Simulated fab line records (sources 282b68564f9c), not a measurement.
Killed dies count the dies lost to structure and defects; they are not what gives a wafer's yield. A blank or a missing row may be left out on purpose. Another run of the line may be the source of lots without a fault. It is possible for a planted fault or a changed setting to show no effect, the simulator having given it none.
What tool caused it?	flow rit_cmos	45 wafers from 15 lots sampled at 2 of the route's 202 steps

== WHAT THE GAUGES READ, wafer by wafer ==
The record holds no reading of a measuring or inspecting step that can be judged against a usual standard deviation.

== TOOL THAT RAN EACH LOT (tool first, then ch and the chambers of the sampled wafers, then the start) ==
lot	RIT_CONTACT_ETCH_11	RIT_M1_PROBE_99
L291	rie_diel-01 ch 0,3, day 3 09:37	-
L292	rie_diel-02 ch 0,3, day 3 11:22	-
L293	rie_diel-01 ch 1,2, day 3 19:58	-
L295	rie_diel-01 ch 1,3, day 4 09:22	-
L296	rie_diel-03 ch 2,3, day 4 11:32	prober-02, day 4 17:02
L298	rie_diel-03 ch 1,3, day 4 16:11	-
L299	rie_diel-01 ch 0,1, day 4 20:46	-
L301	rie_diel-01 ch 0,1,3, day 5 10:12	-
L306	rie_diel-02 ch 0,2,3, day 6 08:04	-
L307	rie_diel-02 ch 0,3, day 6 12:49	-
L308	rie_diel-02 ch 0,2,3, day 6 15:52	prober-02, day 6 21:18
L309	rie_diel-02 ch 0,1,3, day 6 22:41	prober-01, day 7 05:24
L310	rie_diel-01 ch 1,3, day 7 03:23	-
L313	rie_diel-01 ch 0,1, day 7 19:43	-
L314	rie_diel-03 ch 1,2, day 7 23:29	-
- RIT_CONTACT_ETCH_11: etches SiO2 in CHF3/CF4/Ar, stops on TiSi2, target depth 480 nm, time 320 s.
- RIT_M1_PROBE_99

== WHAT THE TOOLS THEMSELVES READ (means of the sampled wafers that have a number; where no wafer has one, the mark that the record gives instead) ==
RIT_CONTACT_ETCH_11. Usual: drypump_motor_current_A 5.7 A, standard deviation 0.44; oes_product_au 0.993 a.u., standard deviation 0.015; rf_fwd_power_W 199.5 W, standard deviation 0.62; throttle_valve_pct 8.85 %, standard deviation 0.13.
lot	tool	drypump_motor_current_A (A)	oes_product_au (a.u.)	rf_fwd_power_W (W)	throttle_valve_pct (%)	flag
L291	rie_diel-01	5.4	0.979	199.1	8.79	
L292	rie_diel-02	5.7	0.997	199.8	8.81	
L293	rie_diel-01	5.3	1.002	199.4	8.82	
L295	rie_diel-01	5.1	0.982	199.7	8.70	
L296	rie_diel-03	5.8	0.991	200.2	8.94	
L298	rie_diel-03	6.0	0.985	199.7	8.97	
L299	rie_diel-01	5.4	0.995	199.7	8.73	
L301	rie_diel-01	5.3	0.990	199.2	8.72	
L306	rie_diel-02	6.0	0.997	199.3	8.87	
L307	rie_diel-02	6.0	0.997	209.9	8.78	OFF
L308	rie_diel-02	6.0	0.997	209.7	8.87	OFF
L309	rie_diel-02	5.8	0.999	209.9	8.81	OFF
L310	rie_diel-01	5.0	1.003	199.7	8.63	
L313	rie_diel-01	5.4	0.975	199.5	8.72	
L314	rie_diel-03	5.7	0.998	199.4	8.92	

RIT_M1_PROBE_99. Usual: killed_at_M0_to_M3 0.0, standard deviation 0.2; killed_at_contacts 0.2, standard deviation 0.38; killed_at_front_end 6.7, standard deviation 3; killed_dies 6.9, standard deviation 3; killed_open 3.5, standard deviation 1.9; killed_short 3.3, standard deviation 2.
lot	tool	killed_at_M0_to_M3	killed_at_contacts	killed_at_front_end	killed_dies	killed_open	killed_short	flag
L296	prober-02	0.0	0.0	6.7	6.7	3.0	3.7	
L308	prober-02	0.0	0.0	7.7	7.7	4.3	3.3	
L309	prober-01	0.0	0.0	7.7	7.7	4.0	3.7	

== THE ANSWER, worked out from the rows above alone ==
Rule: take the mean of a lot's wafers that have a number; if it is more than 3 standard deviations from the usual mean, the lot is off. A lot without any number at a reading at which 4 lots or more have one is off too. All remaining lots with rows at the step are treated as sound. The gauges are gone through in route order, then the tools' own readings, and for those a lot's mean is taken as printed above. The first step at which some lot is off is used, and at that step the reading that is off furthest; a lot without a number counts as furthest.
Off, at RIT_CONTACT_ETCH_11 on rf_fwd_power_W: L307, L308, L309.
A tool fits if, at that step or a process step before it, it ran every lot that is off, and no sound lot after the first of them. One candidate fits, namely rie_diel-02 at RIT_CONTACT_ETCH_11. Its last sound lot is L306 (day 6 08:04), its first lot that is off L307 (day 6 12:49): a fault that began between those two fits.
The tool's own readings at RIT_CONTACT_ETCH_11 bear it out: on the lots that are off they differ by more than 5 times the standard deviation of the sound lots' means. rf_fwd_power_W reads 209.8 W there against 199.6 W on the sound lots.

== WHAT HAD BEEN PUT IN BY THE SIMULATOR ==
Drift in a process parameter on rie_diel-02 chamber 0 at RIT_CONTACT_ETCH_11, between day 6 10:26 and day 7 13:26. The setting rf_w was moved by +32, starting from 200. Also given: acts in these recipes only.
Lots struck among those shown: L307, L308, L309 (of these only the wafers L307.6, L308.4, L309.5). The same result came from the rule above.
